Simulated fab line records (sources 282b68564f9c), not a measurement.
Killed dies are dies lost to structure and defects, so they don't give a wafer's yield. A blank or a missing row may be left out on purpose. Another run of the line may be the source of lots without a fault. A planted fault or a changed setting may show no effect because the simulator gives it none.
fab line records	flow rit_cmos
record: lots: 6	wafers: 18	last_day: 7
route steps=202 shown GATE@89 REOX@98 NLDD@103 PLDD@114 SPACER@125 M1@202
lots that met no fault: taken from a fault-free run of the same line
start_h: hours from the record's first day to the start of the lot's first wafer shown	wait_h: hours since the lot's step before	" same as the row above	L1.1+2: a single row standing in for several wafers	- no value, or no start given	* or withheld: withheld	< > ~ a bound
route shown NAME@n: NAME is a module with steps in the file, n the number in the route of the first one	usual: mean/standard deviation taken from wafers without a fault	same: alike in all rows	chamber/n: place in a boat	sites: readings site by site	_std_site: the standard deviation of these	_edge_site: inner sites' mean taken away from outer sites' mean	radius_mm: for every site, how far away it sits from the centre of the wafer	mask NAME#n: copy n	behind: the tool/chamber that last shaped the wafer	hold: what put the lot on hold/how long, in hours/how the hold closed	device: the n, p or np transistor that did not switch	end of line: tests of these same wafers at the route's end	a step with no rows: only its recipe	killed: dies lost to structure and defects at the first sort, not the wafer's yield	map: a wafer's dies, marking killed ones x, the rest . and places with no die _
set.NAME: the setting the step ran with; set.NAME@STEP: the setting that earlier step ran with	model.NAME: the simulator's own value behind a step, which no gauge read
a table for each step, a row for each wafer; lots at some steps of the route
services: the hour from which a tool's chamber was out of use, counted from the record's first day as start_h (under 0 if before that day), plus the number of hours and why
== steps ==
step: RIT_GATE_EXPOSE_13
recipe: mask_id: M6	na: 0.6	source_shape: conventional	sigma_outer: 0.6	target_cd_nm: 150	dose_mj: 380
step: RIT_GATE_PEB_14
recipe: resist: NOVOLAK	temp_c: withheld	time_s: withheld
step: RIT_GATE_DEVELOP_15
recipe: resist: NOVOLAK	develop_time_s: 50	dev_temp_c: 23
step: RIT_GATE_CD_MEAS_16
recipe: target_cd_nm: 150
usual: cd_nm: 150.5/2.6
lot.wafer	tool	chamber	start_h	wait_h	cd_nm
L193.2	cd_sem-01	-	82.17	-	150.0
L193.4	"	-	"	"	151.4
L193.5	"	-	"	"	149.5
L196.1	cd_sem-02	-	98.02	-	151.5
L196.2	"	-	"	"	149.6
L196.3	"	-	"	"	149.2
L201.2	cd_sem-02	-	117.32	-	152.8
L201.3	"	-	"	"	151.0
L201.4	"	-	"	"	151.9
L206.3	cd_sem-01	-	141.85	-	153.3
L206.4	"	-	"	"	148.4
L206.6	"	-	"	"	150.8
L207.1	cd_sem-02	-	147.93	-	154.1
L207.4	"	-	"	"	152.5
L207.6	"	-	"	"	151.4
L208.3	cd_sem-01	-	151.93	-	152.3
L208.5	"	-	"	"	151.1
L208.6	"	-	"	"	152.3
step: RIT_GATE_OVL_MEAS_17
usual: GATE_OVL: 0.0/1.7
lot.wafer	tool	chamber	start_h	wait_h	GATE_OVL[nm]
L193.2	overlay-01	-	82.28	0.1	2.0
L193.4	"	-	"	"	-0.6
L193.5	"	-	"	"	2.3
L196.1	overlay-02	-	98.14	0.1	2.7
L196.2	"	-	"	"	-0.5
L196.3	"	-	"	"	0.0
L201.2	overlay-01	-	117.43	0.1	-4.5
L201.3	"	-	"	"	-0.5
L201.4	"	-	"	"	-1.3
L206.3	overlay-01	-	141.95	0.1	-1.0
L206.4	"	-	"	"	-0.2
L206.6	"	-	"	"	-0.2
L207.1	overlay-02	-	148.05	0.1	-1.2
L207.4	"	-	"	"	-0.9
L207.6	"	-	"	"	-2.8
L208.3	overlay-01	-	152.02	0.1	-0.9
L208.5	"	-	"	"	-1.4
L208.6	"	-	"	"	-2.6
step: RIT_GATE_HARDBAKE_18
recipe: resist: NOVOLAK	temp_c: 140	time_s: 60
step: RIT_GATE_ETCH_19
recipe: chemistry: SF6/CHF3/O2	time_s: 165	SF6_flow_sccm: 30	CHF3_flow_sccm: 30	O2_flow_sccm: 5	target: poly-Si	pressure_mtorr: 40	rf_w: 160	target_depth_a: 3125	over_etch_frac: 0.25	stop_on: SiO2
usual: drypump_motor_current_A: 5.8/0.37	oes_product_au: 0.843/0.016	rf_fwd_power_W: 159.4/0.49	throttle_valve_pct: 10.16/0.1
same: over_etch_frac: 0.25
lot.wafer	tool	chamber	start_h	wait_h	drypump_motor_current_A	oes_product_au	rf_fwd_power_W	rf_hours_counter_h	throttle_valve_pct
L193.2	rie_si-01	3	82.46	0.1	5.4	0.848	159.5	1	10.22
L193.4	"	0	"	"	6.1	0.853	159.9	125	10.17
L193.5	"	0	"	"	6.0	0.845	160.6	-	10.15
L196.1	rie_si-02	0	98.33	0.1	5.8	0.865	159.7	0	10.26
L196.2	"	1	"	"	5.6	0.825	159.5	121	10.22
L196.3	"	2	"	"	6.4	0.860	159.4	70	10.00
L201.2	rie_si-01	0	117.61	0.1	6.0	0.855	160.3	126	10.16
L201.3	"	2	"	"	6.2	0.818	160.0	49	10.14
L201.4	"	0	"	"	6.0	0.858	160.1	-	10.17
L206.3	rie_si-02	1	142.12	0.1	5.6	0.824	159.5	122	10.24
L206.4	"	2	"	"	6.3	0.859	158.9	70	9.99
L206.6	"	0	"	"	5.9	0.862	160.0	-	10.26
L207.1	rie_si-01	0	148.24	0.1	6.1	0.860	159.3	126	10.15
L207.4	"	2	"	"	6.1	0.828	159.8	-	10.13
L207.6	"	0	"	"	6.0	0.861	159.7	-	10.14
L208.3	rie_si-02	2	152.20	0.1	6.3	0.860	159.0	70	9.98
L208.5	"	2	"	"	6.3	0.866	159.8	-	9.98
L208.6	"	3	"	"	5.4	0.863	159.7	-	10.05
step: RIT_GATE_STRIP_20
recipe: chemistry: O2	time_s: 180	resist: NOVOLAK	platen_temp_c: withheld	power_w: 500	pressure_mtorr: 4000	o2_flow_sccm: 4000
usual: drypump_motor_current_A: 5.7/0.62
lot.wafer	tool	chamber	start_h	wait_h	drypump_motor_current_A	rf_hours_counter_h
L193.2	plasma_asher-02	0	82.57	0.1	6.0	28
L193.4	"	0	"	"	6.0	-
L193.5	"	0	"	"	6.0	-
L196.1	plasma_asher-01	0	98.43	0.1	5.4	47
L196.2	"	1	"	"	4.8	47
L196.3	"	0	"	"	5.3	-
L201.2	plasma_asher-04	1	117.71	0.1	5.0	48
L201.3	"	0	"	"	6.2	-
L201.4	"	1	"	"	5.0	-
L206.3	plasma_asher-01	1	142.29	0.1	4.8	-
L206.4	"	0	"	"	5.4	-
L206.6	"	1	"	"	4.8	-
L207.1	plasma_asher-02	1	148.35	0.1	6.5	36
L207.4	"	1	"	"	6.5	-
L207.6	"	1	"	"	6.5	-
L208.3	plasma_asher-02	0	152.36	0.1	5.9	-
L208.5	"	1	"	"	6.5	-
L208.6	"	0	"	"	6.0	-
step: RIT_GATE_CD_MEAS_90
recipe: target_cd_nm: 150
usual: cd_nm: 150.5/2.6
lot.wafer	tool	chamber	start_h	wait_h	cd_nm
L193.2	cd_sem-01	-	82.76	0.1	150.1
L193.4	"	-	"	"	151.8
L193.5	"	-	"	"	149.7
L196.1	cd_sem-01	-	98.61	0.1	151.6
L196.2	"	-	"	"	149.6
L196.3	"	-	"	"	149.3
L201.2	cd_sem-02	-	117.91	0.1	153.0
L201.3	"	-	"	"	150.5
L201.4	"	-	"	"	152.3
L206.3	cd_sem-01	-	142.44	0.1	153.1
L206.4	"	-	"	"	148.3
L206.6	"	-	"	"	150.9
L207.1	cd_sem-02	-	148.52	0.1	153.6
L207.4	"	-	"	"	151.9
L207.6	"	-	"	"	151.6
L208.3	cd_sem-01	-	152.52	0.1	152.4
L208.5	"	-	"	"	150.9
L208.6	"	-	"	"	152.0
step: RIT_REOX_CLEAN_00
recipe: chemistry: SC1	mix: 3:3:50	time_s: 600	temp_c: 75
step: RIT_REOX_CLEAN_01
recipe: chemistry: dHF	dilution: 50:1	time_s: 30
step: RIT_REOX_CLEAN_02
recipe: chemistry: SC2	mix: 3:3:50	time_s: 600	temp_c: 75	dry: n2_spin
step: RIT_REOX_OXIDATION_03
recipe: temp_c: 900	ambient: O2	target_thk_a: 252	ox_time_s: 5580
usual: spike_tc_centre_C: 902.0/1.4
lot.wafer	tool	chamber	start_h	wait_h	spike_tc_centre_C	model.SiO2_of_REOX_OXIDATION_03.thk_nm
L193.2	furnace-01	0	83.81	0.6	901.0	25.86
L193.4	"	0	"	"	900.1	26.37
L193.5	"	0	"	"	902.4	26.48
L196.1	furnace-02	0	99.10	0.0	900.0	24.77
L196.2	"	0	"	"	900.4	25.05
L196.3	"	0	"	"	900.0	24.96
L201.2	furnace-01	0	119.09	0.7	900.3	28.86
L201.3	"	0	"	"	903.3	29.02
L201.4	"	0	"	"	899.4	27.93
L206.3	furnace-01	0	142.89	0.0	901.5	28.07
L206.4	"	0	"	"	900.2	27.68
L206.6	"	0	"	"	902.3	27.83
L207.1	furnace-03	0	149.13	0.0	903.0	25.71
L207.4	"	0	"	"	903.2	25.84
L207.6	"	0	"	"	903.0	25.46
L208.3	furnace-03	0	153.18	0.2	902.4	24.48
L208.5	"	0	"	"	903.2	24.38
L208.6	"	0	"	"	904.3	24.9
step: RIT_REOX_THK_MEAS_04
recipe: reads: SiO2_of_REOX_OXIDATION_03
usual: REOX_OXIDE_THK: 25.1/0.56
lot.wafer	tool	chamber	start_h	wait_h	REOX_OXIDE_THK[nm]
L193.2	film_metro-02	-	86.37	0.0	25.8
L193.4	"	-	"	"	26.4
L193.5	"	-	"	"	26.5
L196.1	film_metro-03	-	101.65	0.0	24.7
L196.2	"	-	"	"	25.1
L196.3	"	-	"	"	25.0
L201.2	film_metro-02	-	121.65	0.0	28.8
L201.3	"	-	"	"	29.1
L201.4	"	-	"	"	27.9
L206.3	film_metro-03	-	145.46	0.0	28.1
L206.4	"	-	"	"	27.7
L206.6	"	-	"	"	27.8
L207.1	film_metro-01	-	151.68	0.0	25.8
L207.4	"	-	"	"	25.8
L207.6	"	-	"	"	25.5
L208.3	film_metro-01	-	155.75	0.0	24.5
L208.5	"	-	"	"	24.4
L208.6	"	-	"	"	24.9
step: RIT_NLDD_HMDS_00
recipe: prime_time_s: 60	prime_temp_c: 140
step: RIT_NLDD_COAT_01
recipe: resist: NOVOLAK	spin_rpm: 3321	resist_thk_nm: 1000
step: RIT_NLDD_SOFTBAKE_02
recipe: resist: NOVOLAK	temp_c: 90	time_s: 60
step: RIT_NLDD_EXPOSE_03
recipe: mask_id: M7	na: 0.57	target_cd_nm: 40700	dose_mj: 250
step: RIT_NLDD_PEB_04
recipe: resist: NOVOLAK	temp_c: withheld	time_s: withheld
step: RIT_NLDD_DEVELOP_05
recipe: resist: NOVOLAK	develop_time_s: 50	dev_temp_c: 23
step: RIT_NLDD_OVL_MEAS_06
usual: NLDD_OVL: -0.6/1.3
lot.wafer	tool	chamber	start_h	wait_h	NLDD_OVL[nm]
L193.2	overlay-01	-	87.27	-	-1.0
L193.4	"	-	"	"	-2.2
L193.5	"	-	"	"	-0.7
L196.1	overlay-02	-	102.68	-	-0.3
L196.2	"	-	"	"	0.6
L196.3	"	-	"	"	-0.7
L201.2	overlay-01	-	122.68	-	-2.1
L201.3	"	-	"	"	-2.5
L201.4	"	-	"	"	-1.2
L206.3	overlay-02	-	146.49	-	1.2
L206.4	"	-	"	"	0.4
L206.6	"	-	"	"	-0.1
L207.1	overlay-01	-	152.79	-	-1.5
L207.4	"	-	"	"	-1.7
L207.6	"	-	"	"	-2.1
L208.3	overlay-01	-	156.66	-	-0.9
L208.5	"	-	"	"	-2.9
L208.6	"	-	"	"	0.2
step: RIT_NLDD_HARDBAKE_07
recipe: resist: NOVOLAK	temp_c: 140	time_s: 60
step: RIT_NLDD_IMPLANT_08
recipe: species: P	energy_kev: 20	dose_cm2: 5e+14	tilt_deg: 7
step: RIT_NLDD_STRIP_09
recipe: chemistry: O2	time_s: 180	resist: NOVOLAK	platen_temp_c: withheld	power_w: 500	pressure_mtorr: 4000	o2_flow_sccm: 4000
usual: drypump_motor_current_A: 5.3/0.44
lot.wafer	tool	chamber	start_h	wait_h	drypump_motor_current_A	rf_hours_counter_h
L193.2	plasma_asher-01	0	87.60	0.1	5.4	46
L193.4	"	1	"	"	4.8	-
L193.5	"	1	"	"	4.8	-
L196.1	plasma_asher-01	1	103.23	0.1	4.9	48
L196.2	"	0	"	"	5.4	48
L196.3	"	1	"	"	4.8	-
L201.2	plasma_asher-03	1	123.01	0.1	4.9	50
L201.3	"	1	"	"	4.9	-
L201.4	"	0	"	"	5.7	-
L206.3	plasma_asher-01	1	146.87	0.1	4.8	-
L206.4	"	0	"	"	5.3	-
L206.6	"	1	"	"	4.8	-
L207.1	plasma_asher-03	1	153.12	0.1	4.9	54
L207.4	"	0	"	"	5.7	-
L207.6	"	0	"	"	5.7	-
L208.3	plasma_asher-01	1	157.04	0.1	4.8	-
L208.5	"	0	"	"	5.4	-
L208.6	"	1	"	"	4.8	-
step: RIT_NLDD_TW_MEAS_10
usual: NLDD_TW: 2486/16
lot.wafer	tool	chamber	start_h	wait_h	NLDD_TW
L193.2	film_metro-02	-	87.79	0.1	2478
L193.4	"	-	"	"	2483
L193.5	"	-	"	"	2469
L196.1	film_metro-01	-	103.41	0.1	2479
L196.2	"	-	"	"	2479
L196.3	"	-	"	"	2486
L201.2	film_metro-01	-	123.19	0.1	2491
L201.3	"	-	"	"	2469
L201.4	"	-	"	"	2478
L206.3	film_metro-04	-	147.01	0.1	2492
L206.4	"	-	"	"	2497
L206.6	"	-	"	"	2505
L207.1	film_metro-02	-	153.30	0.1	2468
L207.4	"	-	"	"	2469
L207.6	"	-	"	"	2468
L208.3	film_metro-04	-	157.18	0.1	2492
L208.5	"	-	"	"	2505
L208.6	"	-	"	"	2512
step: RIT_PLDD_HMDS_00
recipe: prime_time_s: 60	prime_temp_c: 140
step: RIT_PLDD_COAT_01
recipe: resist: NOVOLAK	spin_rpm: 3250	resist_thk_nm: 1000
step: RIT_PLDD_SOFTBAKE_02
recipe: resist: NOVOLAK	temp_c: 90	time_s: 60
step: RIT_PLDD_EXPOSE_03
recipe: mask_id: M8	na: 0.57	target_cd_nm: 40900	dose_mj: 250
step: RIT_PLDD_PEB_04
recipe: resist: NOVOLAK	temp_c: withheld	time_s: withheld
step: RIT_PLDD_DEVELOP_05
recipe: resist: NOVOLAK	develop_time_s: 50	dev_temp_c: 23.99
step: RIT_PLDD_OVL_MEAS_06
usual: PLDD_OVL: 0.3/1.5
lot.wafer	tool	chamber	start_h	wait_h	PLDD_OVL[nm]
L193.2	overlay-01	-	88.69	-	0.1
L193.4	"	-	"	"	0.8
L193.5	"	-	"	"	-0.6
L196.1	overlay-02	-	104.32	-	2.5
L196.2	"	-	"	"	3.4
L196.3	"	-	"	"	1.6
L201.2	overlay-01	-	124.22	-	0.9
L201.3	"	-	"	"	1.6
L201.4	"	-	"	"	2.5
L206.3	overlay-01	-	148.03	-	-0.1
L206.4	"	-	"	"	1.3
L206.6	"	-	"	"	0.8
L207.1	overlay-01	-	154.33	-	2.2
L207.4	"	-	"	"	2.4
L207.6	"	-	"	"	1.1
L208.3	overlay-01	-	158.20	-	1.3
L208.5	"	-	"	"	0.8
L208.6	"	-	"	"	1.4
step: RIT_PLDD_HARDBAKE_07
recipe: resist: NOVOLAK	temp_c: 140	time_s: 60
step: RIT_PLDD_IMPLANT_08
recipe: species: BF2	energy_kev: 20.19	dose_cm2: 9e+14	tilt_deg: 7
step: RIT_PLDD_STRIP_09
recipe: chemistry: O2	time_s: 180	resist: NOVOLAK	platen_temp_c: withheld	power_w: 500	pressure_mtorr: 4000	o2_flow_sccm: 4000
usual: drypump_motor_current_A: 5.6/0.56
lot.wafer	tool	chamber	start_h	wait_h	drypump_motor_current_A	rf_hours_counter_h
L193.2	plasma_asher-03	1	89.02	0.1	5.0	46
L193.4	"	1	"	"	4.9	-
L193.5	"	0	"	"	5.7	-
L196.1	plasma_asher-02	1	104.65	0.1	6.5	30
L196.2	"	0	"	"	6.0	30
L196.3	"	1	"	"	6.5	-
L201.2	plasma_asher-02	1	124.55	0.1	6.5	33
L201.3	"	1	"	"	6.5	-
L201.4	"	0	"	"	6.0	-
L206.3	plasma_asher-04	0	148.42	0.1	6.2	-
L206.4	"	1	"	"	5.0	-
L206.6	"	0	"	"	6.2	-
L207.1	plasma_asher-04	1	154.67	0.1	5.0	53
L207.4	"	1	"	"	5.0	-
L207.6	"	1	"	"	5.0	-
L208.3	plasma_asher-03	0	158.58	0.1	5.7	-
L208.5	"	0	"	"	5.7	-
L208.6	"	1	"	"	4.9	-
step: RIT_PLDD_TW_MEAS_10
usual: PLDD_TW: 2346/12
lot.wafer	tool	chamber	start_h	wait_h	PLDD_TW
L193.2	film_metro-02	-	89.21	0.1	2332
L193.4	"	-	"	"	2339
L193.5	"	-	"	"	2335
L196.1	film_metro-01	-	104.83	0.1	2349
L196.2	"	-	"	"	2358
L196.3	"	-	"	"	2351
L201.2	film_metro-04	-	124.74	0.1	2350
L201.3	"	-	"	"	2348
L201.4	"	-	"	"	2342
L206.3	film_metro-02	-	148.55	0.1	2339
L206.4	"	-	"	"	2328
L206.6	"	-	"	"	2333
L207.1	film_metro-02	-	154.84	0.1	2325
L207.4	"	-	"	"	2338
L207.6	"	-	"	"	2336
L208.3	film_metro-01	-	158.72	0.1	2346
L208.5	"	-	"	"	2357
L208.6	"	-	"	"	2368
step: RIT_SPACER_CLEAN_00
recipe: chemistry: SC1	mix: 3:3:50	time_s: 600	temp_c: 75
lot.wafer	tool	chamber	start_h	wait_h	model.SiO2_of_REOX_OXIDATION_03.thk_nm
L193.2	wet_bench-02	3	89.26	0.0	23.83
L193.4	"	3	"	"	24.31
L193.5	"	3	"	"	24.4
L196.1	wet_bench-03	2	104.89	0.1	22.85
L196.2	"	2	"	"	23.1
L196.3	"	2	"	"	23.01
L201.2	wet_bench-03	0	124.79	0.0	26.67
L201.3	"	0	"	"	26.8
L201.4	"	0	"	"	25.8
L206.3	wet_bench-04	3	148.59	0.0	25.86
L206.4	"	3	"	"	25.53
L206.6	"	3	"	"	25.66
L207.1	wet_bench-02	0	154.90	0.1	23.71
L207.4	"	0	"	"	23.83
L207.6	"	0	"	"	23.47
L208.3	wet_bench-02	0	158.76	0.0	22.59
L208.5	"	0	"	"	22.5
L208.6	"	0	"	"	22.97
step: RIT_SPACER_CLEAN_01
recipe: chemistry: dHF	dilution: 50:1	time_s: 30
step: RIT_M1_PROBE_99
usual: killed_at_contacts: 0.1/0.27	killed_at_front_end: 7/3	killed_dies: 7.0/3	killed_open: 3.5/2.1	killed_short: 3.4/1.9
same: gross_dies: 264	killed_at_M0_to_M3: 0	killed_at_M4_up: 0	killed_at_back_side: 0	killed_at_other: 0
lot.wafer	tool	chamber	start_h	wait_h	killed_at_contacts	killed_at_front_end	killed_dies	killed_open	killed_short	model.etest.pmos_turned.r_on_ohm_um	model.etest.pmos_0p3.r_on_ohm_um	model.etest.pmos_0p15.r_on_ohm_um	model.etest.pldd.rs_ohm_sq	model.etest.nmos_0p15.r_on_ohm_um	model.etest.nmos_0p3.r_on_ohm_um	model.etest.nldd.rs_ohm_sq	model.etest.pldd.line_ohm_um
L193.2	prober-01	-	103.72	0.1	0	6	6	4	2	3523	6377	2828	538.1	1118	2151	384.2	166.7
L193.4	prober-01	-	103.82	0.2	0	10	10	4	6	3731	6536	2949	575	1162	2185	395.5	178.5
L193.5	prober-01	-	103.87	0.2	0	4	4	3	1	3705	6592	2940	577	1144	2181	395.7	181
L196.1	prober-02	-	119.40	0.1	0	4	4	3	1	3245	6012	2622	436.1	1085	2068	350.8	136.9
L196.2	prober-02	-	119.45	0.1	0	3	3	2	1	3227	6012	2613	448.2	1085	2090	352.6	140.8
L196.3	prober-02	-	119.50	0.2	0	8	8	4	4	3259	6226	2630	443.8	1090	2106	353.5	138.8
L201.2	prober-01	-	138.74	0.1	0	2	2	2	0	4103	6686	3159	710.7	1248	2231	468.9	221.9
L201.3	prober-01	-	138.79	0.2	0	3	3	0	3	4066	6597	3100	719.6	1227	2234	472.1	225.1
L201.4	prober-01	-	138.84	0.2	0	8	8	3	5	3883	6688	3075	628	1241	2250	438.9	198.2
L206.3	prober-02	-	163.77	0.2	0	5	5	2	3	3952	6742	3114	654.9	1266	2300	453.9	204.2
L206.4	prober-02	-	163.82	0.2	0	3	3	1	2	3804	6739	3001	623.9	1224	2292	436.4	195.6
L206.6	prober-02	-	163.92	0.2	0	8	8	3	5	3842	6564	3038	637.6	1241	2264	442.7	200.6
L207.1	prober-01	-	168.42	0.1	0	6	6	1	5	3575	6285	2874	519.6	1205	2196	386.7	160.9
L207.4	prober-01	-	168.57	0.2	1	3	4	2	2	3614	6366	2909	524.2	1208	2227	391.1	165.3
L207.6	prober-01	-	168.67	0.2	0	5	5	1	4	3532	6270	2859	509.7	1211	2210	382.8	159.1
L208.3	prober-02	-	171.87	0.2	0	9	9	4	5	3476	6600	2856	456	1163	2210	372.5	145.7
L208.5	prober-02	-	171.97	0.2	0	1	1	0	1	3418	6477	2755	455	1139	2203	368.9	143.7
L208.6	prober-02	-	172.02	0.2	0	3	3	1	2	3496	6413	2811	473.2	1144	2165	379	147.8
killed by level:class
L193.2 GATE:geometric_particle:open=2 GATE:geometric_particle:short=1 REOX:geometric_particle:short=1 REOX:geometric_particle:open=1 SILICIDE:geometric_particle:open=1
L193.4 GATE:geometric_particle:short=5 GATE:geometric_particle:open=2 FOX1:geometric_particle:short=1 FOX1:geometric_particle:open=1 SPACER:geometric_particle:open=1
L193.5 GATE:geometric_particle:open=1 REOX:geometric_particle:short=1 REOX:geometric_particle:open=1 SPACER:geometric_particle:open=1
L196.1 SILICIDE:geometric_particle:open=2 GATE:geometric_particle:open=1 SPACER:geometric_particle:short=1
L196.2 FOX1:geometric_particle:open=1 GATE:geometric_particle:open=1 GATE:geometric_particle:short=1
L196.3 GATE:geometric_particle:open=3 FOX2:geometric_particle:short=2 SPACER:geometric_particle:short=2 FOX2:geometric_particle:open=1
L201.2 SILICIDE:geometric_particle:open=2
L201.3 FOX1:geometric_particle:short=2 GATE:geometric_particle:short=1
L201.4 FOX1:geometric_particle:short=2 GATE:geometric_particle:short=2 FOX1:geometric_particle:open=1 FOX2:geometric_particle:open=1 GATE:geometric_particle:open=1 SPACER:geometric_particle:short=1
L206.3 GATE:geometric_particle:short=2 FOX2:geometric_particle:short=1 REOX:geometric_particle:open=1 SILICIDE:geometric_particle:open=1
L206.4 GATE:geometric_particle:short=2 GATE:geometric_particle:open=1
L206.6 GATE:geometric_particle:short=3 FOX1:geometric_particle:short=1 FOX1:geometric_particle:open=1 GATE:geometric_particle:open=1 SPACER:geometric_particle:open=1 SILICIDE:geometric_particle:short=1
L207.1 FOX1:geometric_particle:short=2 FOX2:geometric_particle:open=1 FOX2:geometric_particle:short=1 GATE:geometric_particle:short=1 SILICIDE:geometric_particle:short=1
L207.4 GATE:geometric_particle:short=1 SPACER:geometric_particle:open=1 SILICIDE:geometric_particle:open=1 CONTACT:geometric_particle:short=1
L207.6 SILICIDE:geometric_particle:short=3 GATE:geometric_particle:short=1 GATE:geometric_particle:open=1
L208.3 GATE:geometric_particle:short=5 FOX1:geometric_particle:open=1 GATE:geometric_particle:open=1 REOX:geometric_particle:open=1 SPACER:geometric_particle:open=1
L208.5 GATE:geometric_particle:short=1
L208.6 GATE:geometric_particle:short=2 SPACER:geometric_particle:open=1
== services ==
tool	chamber	start_h	hours	kind
plasma_asher-03	-	63.43	0.4	repair
rie_si-02	-	79.76	2.8	pm
rie_si-02	-	82.51	4.0	pm
furnace-02	-	91.54	3.4	pm
plasma_asher-01	-	108.87	9.0	pm
plasma_asher-01	0	108.87	9.0	vent_cycle
plasma_asher-01	1	108.87	9.0	vent_cycle
rie_si-01	1	110.23	7.7	repair
plasma_asher-01	-	117.87	2.8	pm
plasma_asher-01	0	117.87	-	clean
plasma_asher-01	1	117.87	-	clean
plasma_asher-01	-	120.62	14.6	pm
rie_si-02	1	142.67	2.5	repair
rie_si-01	1	144.81	7.0	repair
wet_bench-03	-	146.75	5.7	repair
furnace-01	-	157.41	2.9	pm
== key ==
first_sign: step: RIT_REOX_THK_MEAS_04	reading: REOX_OXIDE_THK	direction: up	sigmas: 5.6	usual: 25.1	struck: 28.2
effect none on later readings
model_effect: step: RIT_REOX_OXIDATION_03	value: SiO2_of_REOX_OXIDATION_03.thk_nm	without: 25.67	struck: 28.23
model_effect: step: RIT_SPACER_CLEAN_00	value: SiO2_of_REOX_OXIDATION_03.thk_nm	without: 23.69	struck: 26.05
model_effect: step: RIT_M1_PROBE_99	value: etest.pmos_turned.r_on_ohm_um	without: 3508	struck: 3942
met_at RIT_REOX_OXIDATION_03
struck_wafers L201.2,L201.3,L201.4,L206.3,L206.4,L206.6
tester_left_out L201,L206
onset_between 83.81 119.09
fault: kind: process_parameter_drift	tool: furnace-01	chamber: -	onset_h: 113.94	steps: RIT_REOX_OXIDATION_03	channel: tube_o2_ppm	offset: 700	shape: step	end_h: 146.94
tester_left_out: of these lots the tester's yield and bins aren't shown, on N5 and GAA mostly nor the transistor test; their killed dies are dies lost to structure and defects alone, not to doping, threshold or leakage, so they don't give the yield
